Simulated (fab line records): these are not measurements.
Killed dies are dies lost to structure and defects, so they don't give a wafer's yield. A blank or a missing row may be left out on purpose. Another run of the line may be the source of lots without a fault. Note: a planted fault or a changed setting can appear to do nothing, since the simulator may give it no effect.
fab line records -- flow ritCmos
record lots=13, wafers=39, lastDay=6
route steps=202 shown ACTIVE@16 GATE@89 NSD@158 PLDD@159 M1@202
lots untouched by any fault: they come from a run of this same line in which no faults occurred
startH: hours from the record's first day to the start of the lot's first wafer shown -- waitH: hours since the lot's step before -- " as in the row above -- L1.1+2: several wafers, shown together as one row -- - no value, or no start was given -- * or withheld: withheld -- < > ~ a bound
route shown NAME@n: names a module that has steps shown in the file, with the first one's number in the route -- usual: mean/standard deviation of fault-free wafers -- same: alike in all rows -- chamber/n: place in a boat -- sites: readings site by site -- _std_site: standard deviation across them -- _edge_site: mean of outer sites minus mean of inner sites -- radiusMm: how far each site lies from the wafer's centre -- mask NAME#n: copy n -- behind: the most recent tool/chamber to have shaped the wafer -- hold: why the lot went on hold/how many hours it stayed there/how the hold came to an end -- device: names the non-switching transistor (n, p or np) -- end of line: tests run on the same wafers once the route is complete -- for a step that has no rows: nothing shown but its recipe -- killed: not the wafer's yield, but the dies lost to structure and defects at the first sort -- map: a wafer's dies, marking killed ones x, the rest . and places with no die _
set.NAME: the setting that was run; set.NAME@STEP: the one run at that earlier step -- model.NAME: the simulator's own value behind a step, which no gauge read
the route's steps for a sample of lots (tables are steps, rows are wafers)
services: when a tool's chamber went out of use (startH, in hours from the record's first day, below 0 if earlier), for how many hours, and the reason
## steps
# step RIT_ACTIVE_CD_MEAS_90
# recipe targetCdNm=1400
# usual cdNm=1399.6/2.2
lot.wafer,tool,chamber,startH,waitH,cdNm
L165.1,cdSem-01,-,17.56,0.1,1401.2
L165.2,cdSem-01,-,17.56,0.1,1401.6
L165.4,cdSem-01,-,17.56,0.1,1401.1
L166.2,cdSem-01,-,20.51,0.1,1402.0
L166.4,cdSem-01,-,20.51,0.1,1398.5
L166.6,cdSem-01,-,20.51,0.1,1401.0
L167.4,cdSem-01,-,25.87,0.1,1401.0
L167.5,cdSem-01,-,25.87,0.1,1401.1
L167.6,cdSem-01,-,25.87,0.1,1402.1
L168.1,cdSem-01,-,30.20,0.1,1401.6
L168.4,cdSem-01,-,30.20,0.1,1399.6
L168.6,cdSem-01,-,30.20,0.1,1399.7
L169.1,cdSem-01,-,35.42,0.1,1403.8
L169.3,cdSem-01,-,35.42,0.1,1402.0
L169.6,cdSem-01,-,35.42,0.1,1400.6
L170.4,cdSem-02,-,40.20,0.1,1404.5
L170.5,cdSem-02,-,40.20,0.1,1404.6
L170.6,cdSem-02,-,40.20,0.1,1402.3
L171.1,cdSem-01,-,45.14,0.1,1398.2
L171.3,cdSem-01,-,45.14,0.1,1399.4
L171.5,cdSem-01,-,45.14,0.1,1396.4
L173.4,cdSem-01,-,55.68,0.1,1396.1
L173.5,cdSem-01,-,55.68,0.1,1398.8
L173.6,cdSem-01,-,55.68,0.1,1398.3
L175.2,cdSem-01,-,65.20,0.1,1399.8
L175.4,cdSem-01,-,65.20,0.1,1398.7
L175.5,cdSem-01,-,65.20,0.1,1400.5
L176.1,cdSem-01,-,70.14,0.1,1397.6
L176.3,cdSem-01,-,70.14,0.1,1398.0
L176.5,cdSem-01,-,70.14,0.1,1397.6
L178.1,cdSem-02,-,82.05,0.1,1399.7
L178.3,cdSem-02,-,82.05,0.1,1395.2
L178.6,cdSem-02,-,82.05,0.1,1399.3
L180.1,cdSem-01,-,90.95,0.1,1402.7
L180.2,cdSem-01,-,90.95,0.1,1400.0
L180.4,cdSem-01,-,90.95,0.1,1401.1
L181.1,cdSem-02,-,96.70,0.1,1401.5
L181.2,cdSem-02,-,96.70,0.1,1401.0
L181.3,cdSem-02,-,96.70,0.1,1401.3
# step RIT_GATE_EXPOSE_13
# recipe maskId=M6, na=0.6, sourceShape=conventional, sigmaOuter=0.6, targetCdNm=150, doseMj=380
lot.wafer,tool,chamber,startH,waitH,mask
L165.1+2+4,ilineStepper-01,0,39.62,0.2,M6#0
L166.2+4+6,ilineStepper-01,0,42.28,0.1,M6#0
L167.4+5+6,ilineStepper-02,0,51.50,0.2,M6#0
L168.1+4+6,ilineStepper-01,0,52.88,0.2,M6#0
L169.1+3+6,ilineStepper-01,0,60.45,0.1,M6#0
L170.4+5+6,ilineStepper-01,0,65.49,0.1,M6#0
L171.1+3+5,ilineStepper-02,0,72.00,0.2,M6#0
L173.4+5+6,ilineStepper-01,0,84.95,0.2,M6#0
L175.2+4+5,ilineStepper-01,0,89.40,0.1,M6#0
L176.1+3+5,ilineStepper-01,0,94.29,0.1,M6#0
L178.1+3+6,ilineStepper-01,0,105.78,0.2,M6#0
L180.1+2+4,ilineStepper-01,0,115.19,0.2,M6_R1#0
L181.1+2+3,ilineStepper-02,0,118.70,0.2,M6#0
# step RIT_GATE_CD_MEAS_16
# recipe targetCdNm=150
# usual cdNm=150.1/2.9
lot.wafer,tool,chamber,startH,waitH,cdNm
L165.1,cdSem-01,-,40.09,-,147.0
L165.2,cdSem-01,-,40.09,-,147.6
L165.4,cdSem-01,-,40.09,-,146.5
L166.2,cdSem-02,-,42.68,-,151.0
L166.4,cdSem-02,-,42.68,-,150.5
L166.6,cdSem-02,-,42.68,-,156.6
L167.4,cdSem-02,-,51.90,-,153.3
L167.5,cdSem-02,-,51.90,-,152.2
L167.6,cdSem-02,-,51.90,-,151.4
L168.1,cdSem-02,-,53.28,-,150.8
L168.4,cdSem-02,-,53.28,-,149.9
L168.6,cdSem-02,-,53.28,-,151.7
L169.1,cdSem-02,-,60.85,-,154.2
L169.3,cdSem-02,-,60.85,-,153.5
L169.6,cdSem-02,-,60.85,-,153.3
L170.4,cdSem-02,-,65.89,-,152.6
L170.5,cdSem-02,-,65.89,-,155.9
L170.6,cdSem-02,-,65.89,-,155.5
L171.1,cdSem-02,-,72.47,-,155.2
L171.3,cdSem-02,-,72.47,-,156.0
L171.5,cdSem-02,-,72.47,-,154.2
L173.4,cdSem-02,-,85.36,-,152.7
L173.5,cdSem-02,-,85.36,-,150.5
L173.6,cdSem-02,-,85.36,-,148.4
L175.2,cdSem-02,-,89.80,-,149.8
L175.4,cdSem-02,-,89.80,-,148.6
L175.5,cdSem-02,-,89.80,-,150.6
L176.1,cdSem-02,-,94.69,-,148.3
L176.3,cdSem-02,-,94.69,-,147.5
L176.5,cdSem-02,-,94.69,-,148.0
L178.1,cdSem-01,-,106.18,-,153.2
L178.3,cdSem-01,-,106.18,-,153.0
L178.6,cdSem-01,-,106.18,-,151.9
L180.1,cdSem-01,-,115.75,-,196.4
L180.2,cdSem-01,-,115.75,-,193.4
L180.4,cdSem-01,-,115.75,-,194.9
L181.1,cdSem-02,-,119.10,-,148.1
L181.2,cdSem-02,-,119.10,-,148.0
L181.3,cdSem-02,-,119.10,-,151.1
# step RIT_SDANNEAL_RS_MEAS_05
# recipe thkMeasGauge=four-point-probe
# usual NSD_RS=84.51/0.23
lot.wafer,tool,chamber,startH,waitH,NSD_RS[ohm/sq]
L165.1,filmMetro-03,-,56.44,0.1,84.25
L165.2,filmMetro-03,-,56.44,0.1,84.65
L165.4,filmMetro-03,-,56.44,0.1,84.54
L166.2,filmMetro-03,-,57.77,0.1,84.56
L166.4,filmMetro-03,-,57.77,0.1,84.51
L166.6,filmMetro-03,-,57.77,0.1,84.45
L167.4,filmMetro-01,-,64.43,0.1,84.47
L167.5,filmMetro-01,-,64.43,0.1,84.49
L167.6,filmMetro-01,-,64.43,0.1,84.32
L168.1,filmMetro-03,-,66.96,0.1,84.46
L168.4,filmMetro-03,-,66.96,0.1,84.43
L168.6,filmMetro-03,-,66.96,0.1,84.69
L169.1,filmMetro-04,-,73.87,0.1,84.10
L169.3,filmMetro-04,-,73.87,0.1,84.28
L169.6,filmMetro-04,-,73.87,0.1,84.33
L170.4,filmMetro-03,-,79.54,0.1,84.44
L170.5,filmMetro-03,-,79.54,0.1,84.37
L170.6,filmMetro-03,-,79.54,0.1,84.71
L171.1,filmMetro-01,-,86.29,0.1,84.52
L171.3,filmMetro-01,-,86.29,0.1,84.60
L171.5,filmMetro-01,-,86.29,0.1,84.64
L173.4,filmMetro-04,-,98.39,0.1,84.82
L173.5,filmMetro-04,-,98.39,0.1,84.81
L173.6,filmMetro-04,-,98.39,0.1,84.22
L175.2,filmMetro-03,-,104.25,0.1,84.22
L175.4,filmMetro-03,-,104.25,0.1,84.26
L175.5,filmMetro-03,-,104.25,0.1,84.13
L176.1,filmMetro-03,-,108.45,0.1,84.40
L176.3,filmMetro-03,-,108.45,0.1,84.52
L176.5,filmMetro-03,-,108.45,0.1,84.50
L178.1,filmMetro-03,-,120.31,0.1,84.60
L178.3,filmMetro-03,-,120.31,0.1,84.43
L178.6,filmMetro-03,-,120.31,0.1,84.44
L181.1,filmMetro-01,-,134.87,0.1,84.70
L181.2,filmMetro-01,-,134.87,0.1,84.66
L181.3,filmMetro-01,-,134.87,0.1,84.86
# step RIT_SDANNEAL_RS_MEAS_06
# recipe thkMeasGauge=four-point-probe
# usual PLDD_RS=178.6/0.51
lot.wafer,tool,chamber,startH,waitH,PLDD_RS[ohm/sq]
L165.1,filmMetro-03,-,56.56,0.1,179.1
L165.2,filmMetro-03,-,56.56,0.1,178.6
L165.4,filmMetro-03,-,56.56,0.1,178.9
L166.2,filmMetro-03,-,57.89,0.1,178.3
L166.4,filmMetro-03,-,57.89,0.1,178.3
L166.6,filmMetro-03,-,57.89,0.1,178.5
L167.4,filmMetro-01,-,64.55,0.1,178.3
L167.5,filmMetro-01,-,64.55,0.1,178.5
L167.6,filmMetro-01,-,64.55,0.1,178.3
L168.1,filmMetro-03,-,67.08,0.1,178.4
L168.4,filmMetro-03,-,67.08,0.1,179.1
L168.6,filmMetro-03,-,67.08,0.1,178.8
L169.1,filmMetro-04,-,73.99,0.1,178.9
L169.3,filmMetro-04,-,73.99,0.1,179.2
L169.6,filmMetro-04,-,73.99,0.1,179.4
L170.4,filmMetro-03,-,79.66,0.1,178.7
L170.5,filmMetro-03,-,79.66,0.1,178.8
L170.6,filmMetro-03,-,79.66,0.1,178.3
L171.1,filmMetro-01,-,86.41,0.1,178.8
L171.3,filmMetro-01,-,86.41,0.1,179.5
L171.5,filmMetro-01,-,86.41,0.1,178.7
L173.4,filmMetro-04,-,98.51,0.1,178.6
L173.5,filmMetro-04,-,98.51,0.1,178.7
L173.6,filmMetro-04,-,98.51,0.1,178.6
L175.2,filmMetro-03,-,104.37,0.1,178.8
L175.4,filmMetro-03,-,104.37,0.1,178.2
L175.5,filmMetro-03,-,104.37,0.1,178.7
L176.1,filmMetro-03,-,108.57,0.1,178.4
L176.3,filmMetro-03,-,108.57,0.1,178.5
L176.5,filmMetro-03,-,108.57,0.1,178.3
L178.1,filmMetro-03,-,120.43,0.1,178.7
L178.3,filmMetro-03,-,120.43,0.1,178.9
L178.6,filmMetro-03,-,120.43,0.1,178.9
L181.1,filmMetro-01,-,134.99,0.1,178.7
L181.2,filmMetro-01,-,134.99,0.1,178.1
L181.3,filmMetro-01,-,134.99,0.1,178.1
# step RIT_M1_PROBE_99
# usual killedAtContacts=0.1/0.23, killedAtFrontEnd=7/3, killedDies=7/3, killedOnRim=1.8/1.5, killedOpen=3.3/1.8, killedShort=3.3/2.2
# same grossDies=264, killed_at_M0_to_M3=0, killed_at_M4_up=0, killedAtBackSide=0, killedAtOther=0
lot.wafer,tool,chamber,startH,waitH,killedAtContacts,killedAtFrontEnd,killedDies,killedOnRim,killedOpen,killedShort
L176.1,prober-01,-,116.10,0.1,0,10,10,3,6,4
L176.3,prober-01,-,116.20,0.2,1,4,5,2,3,2
L176.5,prober-01,-,116.30,0.2,0,5,5,3,3,2
L180.1,prober-01,-,140.48,0.1,0,264,264,70,2,2
L180.2,prober-01,-,140.53,0.1,0,264,264,70,3,1
L180.4,prober-01,-,140.63,0.2,0,264,264,70,0,3
# killed by level:class
L176.1 FOX1:geometricParticle:open=3 SPACER:geometricParticle:short=2 FOX1:geometricParticle:short=1 GATE:geometricParticle:short=1 REOX:geometricParticle:open=1 SPACER:geometricParticle:open=1 SILICIDE:geometricParticle:open=1
L176.3 GATE:geometricParticle:open=3 SPACER:geometricParticle:short=1 CONTACT:geometricParticle:short=1
L176.5 GATE:geometricParticle:open=3 SPACER:geometricParticle:short=2
L180.1 GATE:areaExpose=260 GATE:geometricParticle:short=2 FOX1:geometricParticle:open=1 SILICIDE:geometricParticle:open=1
L180.2 GATE:areaExpose=260 FOX1:geometricParticle:short=1 FOX1:geometricParticle:open=1 REOX:geometricParticle:open=1 SILICIDE:geometricParticle:open=1
L180.4 GATE:areaExpose=261 FOX1:geometricParticle:short=1 GATE:geometricParticle:short=1 SILICIDE:geometricParticle:short=1
## services
tool,chamber,startH,hours,kind
ilineStepper-01,-,35.52,1.7,pm
ilineStepper-01,-,102.15,2.1,pm
ilineStepper-01,-,104.23,-,consumableReplace:lamp
## key
firstSign step=RIT_GATE_EXPOSE_13, reading=mask, direction=changed
effect step=RIT_GATE_CD_MEAS_16, reading=cdNm, direction=up, sigmas=16, usual=150.1, struck=194.9
effect step=RIT_M1_PROBE_99, reading=killedDies, direction=up, sigmas=86, usual=7, struck=264
moreKillsBornAt RIT_GATE_EXPOSE_13@ilineStepper-01=781
metAt RIT_GATE_EXPOSE_13
struckLots L180
laterRowsLeftOut L180.1,L180.2,L180.4
testerLeftOut L180
notActingAt RIT_ACTIVE_CD_MEAS_90,RIT_SDANNEAL_RS_MEAS_05,RIT_SDANNEAL_RS_MEAS_06
onsetBetween 105.78 115.19
fault kind=wrongMask, tool=any, chamber=-, onsetH=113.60, steps=RIT_GATE_EXPOSE_13, auxCopy=M6_R1#0, cdOffsetNm=45, scope=struckLotsOnly
# testerLeftOut: of these lots the tester's yield and bins aren't shown, on N5 and GAA mostly nor the transistor test; their killed dies are dies lost to structure and defects alone, not to doping, threshold or leakage, so they don't give the yield
# laterRowsLeftOut: the simulator's readings of these wafers behind a module that went badly wrong aren't trusted and aren't shown, but for the sort
